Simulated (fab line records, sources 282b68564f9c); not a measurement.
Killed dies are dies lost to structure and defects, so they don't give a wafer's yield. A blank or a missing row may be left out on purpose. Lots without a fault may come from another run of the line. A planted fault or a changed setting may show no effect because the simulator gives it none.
Split-lot experiment | flow rit_cmos | 5 lots, 23 wafers read, on a route of 202 steps

THE SPLIT
At RIT_NSD_SOFTBAKE_02 (time 60 s), the setting temp_c was moved away from the recipe's 90 C on 9 of the 23 wafers read, by -3.7% to +2.1%. The other wafers ran this setting at the recipe's value.

FROM THE SPLIT TO THE READING: what the file shows between them, 2 steps
- RIT_NSD_EXPOSE_03: exposes mask M9, target cd 40700 nm
- RIT_NSD_PEB_04

THE READING
NOVOLAK_of_NSD_COAT_01.thk_nm (the simulator's own value, which no gauge read), in nm, at RIT_NSD_DEVELOP_05 (develop time 50 s). The file gives no usual value for it. The 14 wafers here that ran the recipe average 999.3 nm, standard deviation 3 nm.

wafer  | tool, chamber at the split | temp_c as run, C | against the recipe | NOVOLAK_of_NSD_COAT_01.thk_nm, nm | against lot-mates on the recipe
L074.1 | litho_track-03, 0          | 90               | recipe             | 998.7                             | -
L074.2 | litho_track-03, 0          | 90               | recipe             | 997.3                             | -
L074.4 | litho_track-03, 0          | 91.32            | +1.5%              | 995.6                             | -2.0
L074.5 | litho_track-03, 0          | 90               | recipe             | 996.7                             | -
L074.6 | litho_track-03, 0          | 91.32            | +1.5%              | 996.6                             | -1.0
L075.1 | litho_track-03, 0          | 91.87            | +2.1%              | 999.5                             | -4.5
L075.3 | litho_track-03, 0          | 90               | recipe             | 1004                              | -
L075.4 | litho_track-03, 0          | 90               | recipe             | 1003                              | -
L075.5 | litho_track-03, 0          | 90               | recipe             | 1005                              | -
L075.6 | litho_track-03, 0          | 91.87            | +2.1%              | 1001                              | -3.0
L076.2 | litho_track-03, 0          | 90               | recipe             | 998.8                             | -
L076.3 | litho_track-03, 0          | 90               | recipe             | 1000                              | -
L076.5 | litho_track-03, 0          | 90               | recipe             | 1001                              | -
L081.1 | litho_track-02, 0          | 90               | recipe             | 994.7                             | -
L081.2 | litho_track-02, 0          | 86.7             | -3.7%              | 1009                              | +12.8
L081.3 | litho_track-02, 0          | 90               | recipe             | 995                               | -
L081.5 | litho_track-02, 0          | 86.7             | -3.7%              | 1006                              | +9.8
L081.6 | litho_track-02, 0          | 90               | recipe             | 998.8                             | -
L084.1 | litho_track-04, 0          | 87.22            | -3.1%              | 1004                              | +5.6
L084.2 | litho_track-04, 0          | 87.22            | -3.1%              | 1008                              | +9.6
L084.3 | litho_track-04, 0          | 90               | recipe             | 997.1                             | -
L084.4 | litho_track-04, 0          | 90               | recipe             | 999.6                             | -
L084.6 | litho_track-04, 0          | 87.22            | -3.1%              | 1005                              | +6.6

THE FIT
A straight line over all 23 wafers: NOVOLAK_of_NSD_COAT_01.thk_nm changes by -1.74 nm for each +1% of temp_c; r = -0.71; the points scatter about the line by 3 nm.
The same after taking each lot's own level away (the mean of its wafers on the recipe; 23 wafers): -2.43 nm for each +1%; r = -0.94; scatter 1.6 nm.
On that fit, the largest move of temp_c shifts the reading by 8.9 nm.
The lots' own levels span 996.17 to 1004.00 nm, that is 2.6 times the standard deviation above.
So the lot-to-lot level blurs the effect unless lot-mates are compared.
Check: with one of the wafers moved furthest among these (-3.7%) left out of the fit, the line predicts +8.48 nm for it against its lot-mates. It came out at +12.8 nm against them.

OTHER SPLITS ON THESE WAFERS
These wafers also went through other splits before the reading. Each is held against what the fit with the lots' levels taken away leaves over:
other split on the same wafers   | wafers away from the commonest value | r with NOVOLAK_of_NSD_COAT_01.thk_nm (lot level and that fit taken away)
RIT_NLDD_SOFTBAKE_02 temp_c      | 9                                    | +0.22
RIT_SPACER_CVD_03 pressure_mtorr | 18                                   | -0.22

THE FILE'S OWN FIT
NOVOLAK_of_NSD_COAT_01.thk_nm changes by -2.52 nm for each +1% of temp_c, r = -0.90.
